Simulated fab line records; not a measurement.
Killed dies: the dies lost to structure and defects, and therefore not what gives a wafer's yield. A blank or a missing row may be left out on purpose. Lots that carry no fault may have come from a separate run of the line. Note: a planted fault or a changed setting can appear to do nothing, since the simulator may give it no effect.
8D (eight disciplines) problem report, filled in by code :: flow berkeley-cmos170 :: the parts of the form that need people (team, actions taken, sign-off) are left out

## 1. WHAT WENT WRONG
Across 6 wafers from 2 lots, PWELL_TW at UCB170_PWELL_TW_MEAS_17 averages 404, while fault-free wafers read 379 with a standard deviation of 3.3. That is +7.6 standard deviations from the usual mean.
First seen on wafer L890.3, day 5 17:21, on film-metro-03. The record has a number at this step for 42 wafers belonging to 14 lots. Rule for "out" (also "out of limits"): further than 4 standard deviations from the usual mean. The rest of the wafers with a number are treated as sound.

## 2. WHAT IT IS AND WHAT IT IS NOT
question: which readings at this step
is: PWELL_TW
is not: -

question: which lots
is: L890, L891
is not: L876, L877, L878, L879, L880, L882, L883, L885, L889, L892, L896, L897

question: which wafers of those lots
is: all that have a number
is not: -

question: read on which gauges
is: film-metro-03
is not: film-metro-01, film-metro-04

question: when
is: from day 5 17:21
is not: up to then (24 sound wafers); but 12 sound wafers of L889, L892, L896, L897 came after

## 3. THE SUSPECTS, EACH WITH WHAT RULES IT OUT
Counting: a tool at any process step up to the reading remains a suspect when it ran all the lots that are out and ran no sound lot after the first of those.
- the gauge at UCB170_PWELL_TW_MEAS_17 is ruled out. All the wafers that are out were read on film-metro-03, but those of them that UCB170_PWELL_IMPLANT_15 has rows for are out there too, on other tools.
- implanter-03 at UCB170_PWELL_IMPLANT_15: kept. Every lot that is out went through it, starting with L890 (day 5 17:08), and after that it ran no sound lot; the last sound lot it ran before then is L885 (day 4 15:28). Its own beam-on-s, end-station-pressure-torr, faraday-current-uA readings are out on those wafers.
The count leaves implanter-03 at UCB170_PWELL_IMPLANT_15.

## 4. THE CAUSE (what the simulator had put in)
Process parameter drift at UCB170_PWELL_IMPLANT_15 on implanter-03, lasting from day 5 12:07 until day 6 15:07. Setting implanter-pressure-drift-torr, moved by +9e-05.
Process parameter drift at UCB170_PWELL_IMPLANT_15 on implanter-03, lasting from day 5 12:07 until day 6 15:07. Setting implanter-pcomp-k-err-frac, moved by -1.
After counting, this tool was the only one left.

## 5. SEQUENCE OF EFFECTS, ordered by route
One row per reading whose mean, taken over the struck wafers that have a number, lies over 3 standard deviations from the usual. Only readings for which the record gives a usual standard deviation are gone through. hours: the time from each lot's start at the first step in this table that gives one to its start at this step, as a median over the lots. sigmas: the change in usual standard deviations.
hours: 0
step: UCB170_PWELL_IMPLANT_15
reading: beam-on-s
usual: 10.00 s
on struck wafers: 11.96
change: +1.96
sigmas: +9.8

hours: 0
step: UCB170_PWELL_IMPLANT_15
reading: end-station-pressure-torr
usual: 5e-06 Torr
on struck wafers: 9e-05
change: +9e-05
sigmas: +99 or more

hours: 0
step: UCB170_PWELL_IMPLANT_15
reading: faraday-current-uA
usual: 15.9
on struck wafers: 13.4
change: -2.5
sigmas: -8.0

hours: 0
step: UCB170_PWELL_TW_MEAS_17
reading: PWELL_TW
usual: 379
on struck wafers: 404
change: +25
sigmas: +7.6
Process steps it contains:
- UCB170_PWELL_IMPLANT_15

## 6. WHAT WOULD HAVE CAUGHT IT SOONER
The first out-of-limits reading at a measuring or inspecting step in this record came at day 5 17:21, 5 hours after the fault's start at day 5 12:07.
Tool's own readings at UCB170_PWELL_IMPLANT_15, beam-on-s, end-station-pressure-torr, faraday-current-uA: out on all struck wafers the step has rows for; an alarm limit on them would have tripped on the first.
Among the 2 lots that are out, L891 began UCB170_PWELL_IMPLANT_15 on implanter-03 after day 5 17:21. Holding the tool at that time would have saved it.
